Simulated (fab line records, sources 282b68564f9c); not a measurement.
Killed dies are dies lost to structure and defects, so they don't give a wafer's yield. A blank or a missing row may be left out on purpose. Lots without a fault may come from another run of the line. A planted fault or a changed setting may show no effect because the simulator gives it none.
fab line records | flow rit_cmos
record lots=6 wafers=18 last_day=9
route steps=202 shown PRETRO@69 GATE@75 FOX2@80 M1@202
lots that met no fault: from a run of the same line without faults
start_h: hours from the record's first day to the start of the lot's first wafer shown | wait_h: hours since the lot's step before | " the same as in the row above | L1.1+2: a row that stands for several wafers | - no value, or no start given | * or withheld: withheld | < > ~ a bound
route shown NAME@n: a module of which the file shows steps, and the number in the route of the first | usual: mean/standard deviation of fault-free wafers | same: alike in all rows | chamber/n: place in a boat | sites: the reading at each site | _std_site: their standard deviation | _edge_site: outer sites' mean less inner sites' | radius_mm: how far each site lies from the wafer's centre | mask NAME#n: copy n | behind: the tool/chamber that last shaped the wafer | hold: why the lot was held/for how many hours/how that ended | device: the transistor (n, p or np) that didn't switch | end of line: the same wafers' tests at the end of the route | a step without rows: its recipe alone | killed: dies lost to structure and defects at the first sort, not the wafer's yield | map: a wafer's dies, x killed, . not, _ none there
set.NAME: the setting as run; set.NAME@STEP: as run at that earlier step | model.NAME: the simulator's own value behind a step, which no gauge read
lots at some steps of the route; a table a step, a row a wafer
services: from which hour (start_h, from the record's first day; less than 0 if before it) a tool's chamber was out of use, for how many hours, and why
## steps
# step RIT_PRETRO_DEVELOP_05
# recipe resist=NOVOLAK develop_time_s=68 dev_temp_c=23
# step RIT_PRETRO_OVL_MEAS_06
# usual PRETRO_OVL=0.0/1.3
# columns lot.wafer tool chamber start_h wait_h PRETRO_OVL[nm]
L913.2 overlay-01 - 45.34 - -0.4
L913.3 " - " " -0.5
L913.5 " - " " 0.0
L918.2 overlay-02 - 71.06 - 1.8
L918.5 " - " " 1.5
L918.6 " - " " 0.7
L920.2 overlay-02 - 81.38 - -0.9
L920.3 " - " " -1.0
L920.4 " - " " -0.3
L924.1 overlay-01 - 100.42 - -1.1
L924.5 " - " " -0.9
L924.6 " - " " -0.9
L929.1 overlay-02 - 126.14 - -0.1
L929.2 " - " " 0.4
L929.4 " - " " 2.6
L930.1 overlay-01 - 130.75 - 0.9
L930.4 " - " " -0.3
L930.5 " - " " 0.7
# step RIT_PRETRO_HARDBAKE_07
# recipe resist=NOVOLAK temp_c=140 time_s=120
# step RIT_PRETRO_IMPLANT_08
# recipe species=B energy_kev=45 dose_cm2=1.221e+13 tilt_deg=7
# step RIT_PRETRO_STRIP_09
# recipe chemistry=O2 time_s=180 resist=NOVOLAK platen_temp_c=withheld power_w=500 pressure_mtorr=4000 o2_flow_sccm=4000
# usual drypump_motor_current_A=5.9/0.32
# columns lot.wafer tool chamber start_h wait_h drypump_motor_current_A rf_hours_counter_h
L913.2 plasma_asher-02 1 45.77 0.1 6.1 42
L913.3 " 1 " " 6.1 -
L913.5 " 1 " " 6.0 -
L918.2 plasma_asher-02 0 71.49 0.1 5.9 45
L918.5 " 1 " " 6.0 -
L918.6 " 0 " " 6.0 -
L920.2 plasma_asher-01 1 81.81 0.1 5.3 41
L920.3 " 1 " " 5.2 -
L920.4 " 0 " " 6.2 -
L924.1 plasma_asher-01 0 100.86 0.1 6.2 43
L924.5 " 1 " " 5.2 -
L924.6 " 0 " " 6.2 -
L929.1 plasma_asher-01 0 126.57 0.1 6.2 1
L929.2 " 1 " " 5.2 1
L929.4 " 1 " " 5.2 -
L930.1 plasma_asher-01 1 131.19 0.1 5.2 2
L930.4 " 0 " " 6.1 -
L930.5 " 1 " " 5.2 -
# step RIT_PRETRO_TW_MEAS_10
# usual PRETRO_TW=480/4.2
# columns lot.wafer tool chamber start_h wait_h PRETRO_TW
L913.2 film_metro-02 - 45.95 0.1 475
L913.3 " - " " 476
L913.5 " - " " 473
L918.2 film_metro-04 - 71.67 0.1 482
L918.5 " - " " 485
L918.6 " - " " 483
L920.2 film_metro-04 - 81.99 0.1 484
L920.3 " - " " 483
L920.4 " - " " 484
L924.1 film_metro-04 - 101.04 0.1 486
L924.5 " - " " 485
L924.6 " - " " 486
L929.1 film_metro-04 - 126.75 0.1 483
L929.2 " - " " 484
L929.4 " - " " 481
L930.1 film_metro-04 - 131.36 0.1 484
L930.4 " - " " 482
L930.5 " - " " 484
# step RIT_GATE_WET_ETCH_00
# recipe chemistry=BOE target=SiO2 target_depth_nm=56 time_s=60 dry=n2_spin dilution=10:1 temp_c=21.5
# step RIT_GATE_CLEAN_01
# recipe chemistry=SC1 mix=3:3:50 time_s=600 temp_c=75
# step RIT_GATE_CLEAN_02
# recipe chemistry=dHF dilution=50:1 time_s=30
# step RIT_GATE_CLEAN_03
# recipe chemistry=SC2 mix=3:3:50 time_s=600 temp_c=75 dry=n2_spin
# step RIT_GATE_CLEAN_04
# recipe chemistry=dHF dilution=50:1 time_s=60 dry=n2_spin
# step RIT_FOX2_THK_MEAS_91
# recipe reads=SiO2_of_FOX2_OXIDATION_00
# usual FIELD_OXIDE_LEFT_2_THK=266/5.7
# columns lot.wafer tool chamber start_h wait_h FIELD_OXIDE_LEFT_2_THK[nm]
L913.2 film_metro-02 - 46.49 0.0 269
L913.3 " - " " 266
L913.5 " - " " 272
L918.2 film_metro-04 - 72.17 0.0 270
L918.5 " - " " 265
L918.6 " - " " 267
L920.2 film_metro-04 - 82.49 0.0 266
L920.3 " - " " 267
L920.4 " - " " 260
L924.1 film_metro-01 - 101.53 0.0 269
L924.5 " - " " 269
L924.6 " - " " 267
L929.1 film_metro-02 - 127.24 0.0 261
L929.2 " - " " 258
L929.4 " - " " 263
L930.1 film_metro-02 - 131.91 0.0 268
L930.4 " - " " 271
L930.5 " - " " 270
# step RIT_GATE_OXIDATION_05
# recipe temp_c=900 ambient=O2 target_thk_a=30 ox_time_s=270
# usual zone_power_centre_pct=41.5/2.2
# columns lot.wafer tool chamber start_h wait_h zone_power_centre_pct
L920.2 furnace-02 0 82.54 0.0 39.5
L920.3 " 0 " " 39.3
L920.4 " 0 " " 39.3
L924.1 furnace-03 0 101.79 0.2 43.5
L924.5 " 0 " " 43.5
L924.6 " 0 " " 43.5
L929.1 furnace-02 0 127.30 0.1 39.0
L929.2 " 0 " " 38.3
L929.4 " 0 " " 39.5
L930.1 furnace-01 0 131.97 0.1 42.4
L930.4 " 0 " " 42.5
L930.5 " 0 " " 43.1
L913.2 furnace-02 0 166.54 120.0 39.3
L913.3 " 0 " " 39.4
L913.5 " 0 " " 39.1
L918.2 furnace-02 0 192.22 120.0 39.0
L918.5 " 0 " " 39.4
L918.6 " 0 " " 39.0
# step RIT_GATE_ANNEAL_06
# recipe temp_c=900 time_s=600 ambient=N2O
# step RIT_M1_PROBE_99
# usual killed_at_contacts=0.1/0.29 killed_at_front_end=6.3/2.8 killed_dies=6.4/2.8 killed_on_rim=1.8/1.4 killed_open=3.3/1.7 killed_short=3.1/1.9
# same gross_dies=264 killed_at_M0_to_M3=0 killed_at_M4_up=0 killed_at_back_side=0 killed_at_other=0
# columns lot.wafer tool chamber start_h wait_h killed_at_contacts killed_at_front_end killed_dies killed_on_rim killed_open killed_short model.etest.nmos_0p15.gate_bv_v model.etest.pmos_0p15.gate_bv_v model.etest.pmos_0p15.bv_v model.etest.pmos_0p3.bv_v model.etest.nmos_0p3.bv_v model.etest.nmos_0p15.bv_v
L920.2 prober-01 - 107.41 0.1 0 9 9 3 4 5 4.757 4.699 5.692 5.69 5.47 5.47
L920.3 prober-01 - 107.46 0.2 1 13 14 4 5 9 4.714 4.614 5.614 5.612 5.438 5.438
L920.4 prober-01 - 107.51 0.2 1 5 6 3 3 3 4.72 4.638 5.648 5.645 5.451 5.451
L924.1 prober-02 - 128.67 0.1 0 4 4 2 4 0 4.937 4.797 5.729 5.728 5.472 5.472
L924.5 prober-02 - 128.87 0.2 0 9 9 3 5 4 4.91 4.776 5.719 5.718 5.481 5.481
L924.6 prober-02 - 128.92 0.2 0 6 6 0 3 3 4.917 4.768 5.697 5.696 5.466 5.466
L929.1 prober-02 - 151.42 0.1 0 0 0 0 0 0 4.756 4.657 5.644 5.643 5.481 5.481
L929.2 prober-02 - 151.47 0.1 0 6 6 1 3 3 4.773 4.663 5.641 5.639 5.497 5.497
L929.4 prober-02 - 151.57 0.2 0 4 4 1 2 2 4.772 4.648 5.646 5.644 5.487 5.487
L930.1 prober-01 - 157.47 0.1 0 5 5 1 3 2 4.872 4.715 5.691 5.691 5.526 5.526
L930.4 prober-01 - 157.62 0.2 0 15 15 1 9 5 4.779 4.723 5.69 5.688 5.483 5.483
L930.5 prober-01 - 157.67 0.2 0 10 10 3 1 9 4.85 4.713 5.678 5.678 5.502 5.502
L913.2 prober-02 - 191.02 0.1 0 8 8 1 3 5 4.396 4.303 5.395 5.393 5.285 5.285
L913.3 prober-02 - 191.07 0.2 0 7 7 3 4 3 4.287 4.203 5.302 5.301 5.218 5.218
L913.5 prober-02 - 191.17 0.2 0 9 9 3 5 2 4.378 4.281 5.369 5.367 5.27 5.27
L918.2 prober-01 - 217.46 0.1 0 11 11 3 6 5 4.487 4.364 5.392 5.392 5.331 5.331
L918.5 prober-01 - 217.61 0.2 0 7 7 2 2 4 4.476 4.351 5.389 5.389 5.318 5.318
L918.6 prober-01 - 217.66 0.2 0 4 4 1 2 2 4.479 4.345 5.389 5.389 5.311 5.311
# killed by level:class
L920.2 GATE:geometric_particle:open=3 GATE:geometric_particle:short=2 SPACER:geometric_particle:short=2 REOX:geometric_particle:open=1 SILICIDE:geometric_particle:short=1
L920.3 GATE:geometric_particle:short=5 REOX:geometric_particle:short=3 FOX1:geometric_particle:open=2 SILICIDE:geometric_particle:open=2 CONTACT:geometric_particle:open=1 SILICIDE:geometric_particle:short=1
L920.4 SILICIDE:geometric_particle:short=2 FOX1:geometric_particle:open=1 GATE:geometric_particle:open=1 SILICIDE:geometric_particle:open=1 CONTACT:geometric_particle:short=1
L924.1 SPACER:geometric_particle:open=3 GATE:geometric_particle:open=1
L924.5 GATE:geometric_particle:short=2 GATE:geometric_particle:open=2 REOX:geometric_particle:open=2 FOX1:geometric_particle:open=1 FOX1:geometric_particle:short=1 FOX2:geometric_particle:short=1
L924.6 GATE:geometric_particle:short=2 SPACER:geometric_particle:open=2 FOX1:geometric_particle:short=1 REOX:geometric_particle:open=1
L929.2 FOX1:geometric_particle:short=1 FOX1:geometric_particle:open=1 REOX:geometric_particle:open=1 SPACER:geometric_particle:short=1 SILICIDE:geometric_particle:open=1 SILICIDE:geometric_particle:short=1
L929.4 REOX:geometric_particle:short=2 FOX2:geometric_particle:open=1 GATE:geometric_particle:open=1
L930.1 REOX:geometric_particle:open=2 FOX1:geometric_particle:short=1 SILICIDE:geometric_particle:open=1 SILICIDE:geometric_particle:short=1
L930.4 SPACER:geometric_particle:open=4 REOX:geometric_particle:short=3 GATE:geometric_particle:open=2 FOX1:geometric_particle:open=1 FOX2:geometric_particle:short=1 REOX:geometric_particle:open=1 SILICIDE:geometric_particle:short=1 SILICIDE:geometric_particle:open=1
L930.5 REOX:geometric_particle:short=3 GATE:geometric_particle:short=2 FOX1:geometric_particle:short=1 FOX2:geometric_particle:short=1 REOX:geometric_particle:open=1 SPACER:geometric_particle:short=1 SILICIDE:geometric_particle:short=1
L913.2 GATE:geometric_particle:short=2 GATE:geometric_particle:open=2 FOX1:geometric_particle:short=1 REOX:geometric_particle:short=1 SILICIDE:geometric_particle:short=1 SILICIDE:geometric_particle:open=1
L913.3 GATE:geometric_particle:short=2 SPACER:geometric_particle:open=2 FOX1:geometric_particle:open=1 GATE:geometric_particle:open=1 SPACER:geometric_particle:short=1
L913.5 GATE:geometric_particle:open=3 NLDD:coat_microbubble_printed=2 FOX2:geometric_particle:short=1 SPACER:geometric_particle:open=1 SILICIDE:geometric_particle:open=1 SILICIDE:geometric_particle:short=1
L918.2 GATE:geometric_particle:short=4 GATE:geometric_particle:open=4 REOX:geometric_particle:short=1 SPACER:geometric_particle:open=1 SILICIDE:geometric_particle:open=1
L918.5 GATE:geometric_particle:short=2 FOX1:geometric_particle:short=1 REOX:geometric_particle:short=1 REOX:geometric_particle:open=1 SILICIDE:geometric_particle:open=1 PSD:coat_microbubble_printed=1
L918.6 GATE:geometric_particle:open=2 FOX1:geometric_particle:short=1 GATE:geometric_particle:short=1
## services
# columns tool chamber start_h hours kind
furnace-02 - 78.14 4.1 pm
plasma_asher-01 - 108.75 9.0 pm
plasma_asher-01 0 108.75 9.0 vent_cycle
plasma_asher-01 1 108.75 9.0 vent_cycle
plasma_asher-01 0 117.75 - clean
plasma_asher-01 1 117.75 - clean
plasma_asher-02 - 152.50 10.0 pm
## key
first_sign step=RIT_GATE_OXIDATION_05 reading=wait_h direction=changed
effect none on later readings
model_effect step=RIT_M1_PROBE_99 value=etest.nmos_0p15.gate_bv_v without=4.819 struck=4.417
met_at RIT_GATE_OXIDATION_05
struck_wafers L913.2,L913.3,L913.5,L918.2,L918.5,L918.6
tester_left_out L913,L918
fault kind=queue_time_violation tool=furnace-01,furnace-02,furnace-03 chamber=0 onset_h=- steps=RIT_GATE_OXIDATION_05 delay_hr=120 scope=struck_lots_only
# tester_left_out: of these lots the tester's yield and bins aren't shown, on N5 and GAA mostly nor the transistor test; their killed dies are dies lost to structure and defects alone, not to doping, threshold or leakage, so they don't give the yield
